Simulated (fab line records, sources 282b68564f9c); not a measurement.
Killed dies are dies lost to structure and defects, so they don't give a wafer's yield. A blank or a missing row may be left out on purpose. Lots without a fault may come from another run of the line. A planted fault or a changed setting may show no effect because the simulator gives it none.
A struck lot beside a sound one | flow rit_cmos | 26 steps out of a route of 202
Sound: wafers L750.3, L750.4, L750.5. Struck: wafers L756.1, L756.2, L756.6. The cause comes at the end.
At each step with rows: each side's tool, then ch and its chambers, then its first start. Under that, the readings that differ: sound wafers | struck wafers | difference of the means | sigmas: that difference in standard deviations of wafers without a fault.
alike: readings whose means differ by less than 2 such deviations, and words and numbers that are the same on both sides. not compared: withheld readings, readings that some wafer has no value for, bounds like >300 that may hide the same value, and numbers for which the record gives no deviation and whose values overlap.
The two part at a step that has a row with sigmas, a row that says differs or no value, or rows on one side only. Numbers that don't overlap but have no deviation are shown without sigmas and don't part them. A reading that every wafer of one side lacks parts them only if that side has two wafers or more.

first, 1 step without rows for these wafers: RIT_WELLDRIVE_ANNEAL_00 (time 14700 s).
RIT_WELLDRIVE_RS_MEAS_01: measures by four-point-probe.
  sound on film_metro-03, day 2 05:05; struck on film_metro-03, day 3 09:34
  alike: NWELL_RS
RIT_WELLDRIVE_RS_MEAS_02: measures by four-point-probe.
  sound on film_metro-03, day 2 05:13; struck on film_metro-03, day 3 09:41
  alike: PWELL_RS
then, 6 steps without rows for these wafers: RIT_NRETRO_HMDS_00 (prime time 60 s); RIT_NRETRO_COAT_01 (resist thk 1300 nm); RIT_NRETRO_SOFTBAKE_02 (time 60 s); RIT_NRETRO_EXPOSE_03 (exposes mask M4, target cd 43900 nm); RIT_NRETRO_PEB_04; RIT_NRETRO_DEVELOP_05 (develop time 68 s).
RIT_NRETRO_OVL_MEAS_06:
  sound on overlay-01, day 2 06:11; struck on overlay-02, day 3 10:41
  alike: NRETRO_OVL
then, 2 steps without rows for these wafers: RIT_NRETRO_HARDBAKE_07 (time 120 s); RIT_NRETRO_IMPLANT_08.
RIT_NRETRO_STRIP_09: strips in O2, time 180 s.
  sound on plasma_asher-04 ch 0,1, day 2 06:40; struck on plasma_asher-02 ch 0,1, day 3 11:07
  no value came back on the struck wafers for chamber_pressure_mTorr (mTorr), drypump_motor_current_A (A), rf_refl_power_W (W); on the sound wafers chamber_pressure_mTorr (mTorr) reads 4012 4000 4003
  reading                                     | sound | struck         | difference | sigmas
  model.NOVOLAK_of_NRETRO_COAT_01.thk_nm (nm) | 0 0 0 | 1137 1140 1137 | +1138      |
  not compared: rf_hours_counter_h
RIT_NRETRO_TW_MEAS_10:
  sound on film_metro-01, day 2 06:48; struck on film_metro-01, day 3 11:18
  alike: NRETRO_TW
then, 6 steps without rows for these wafers: RIT_PRETRO_HMDS_00 (prime time 60 s); RIT_PRETRO_COAT_01 (resist thk 1300 nm); RIT_PRETRO_SOFTBAKE_02 (time 60 s); RIT_PRETRO_EXPOSE_03 (exposes mask M5, target cd 43700 nm); RIT_PRETRO_PEB_04; RIT_PRETRO_DEVELOP_05 (develop time 68 s).
RIT_PRETRO_OVL_MEAS_06:
  sound on overlay-01, day 2 07:52; struck on overlay-02, day 3 12:14
  alike: PRETRO_OVL
then, 2 steps without rows for these wafers: RIT_PRETRO_HARDBAKE_07 (time 120 s); RIT_PRETRO_IMPLANT_08.
RIT_PRETRO_STRIP_09: strips in O2, time 180 s.
  sound on plasma_asher-01 ch 0,1, day 2 08:20; struck on plasma_asher-02 ch 0,1, day 3 12:40
  alike: chamber_pressure_mTorr, drypump_motor_current_A, rf_refl_power_W
  not compared: rf_hours_counter_h
RIT_PRETRO_TW_MEAS_10:
  sound on film_metro-04, day 2 08:29; struck on film_metro-03, day 3 12:51
  reading   | sound             | struck         | difference | sigmas
  PRETRO_TW | 476.6 475.2 475.8 | 29.7 29.7 29.7 | -446.2     | -99 or more
then, 1 step without rows for these wafers: RIT_GATE_WET_ETCH_00 (etches SiO2 in BOE, target depth 56 nm, time 60 s).

WHERE THEY PART
First at RIT_NRETRO_STRIP_09; last, within this record, at RIT_PRETRO_TW_MEAS_10.

WHY: what the simulator had put in
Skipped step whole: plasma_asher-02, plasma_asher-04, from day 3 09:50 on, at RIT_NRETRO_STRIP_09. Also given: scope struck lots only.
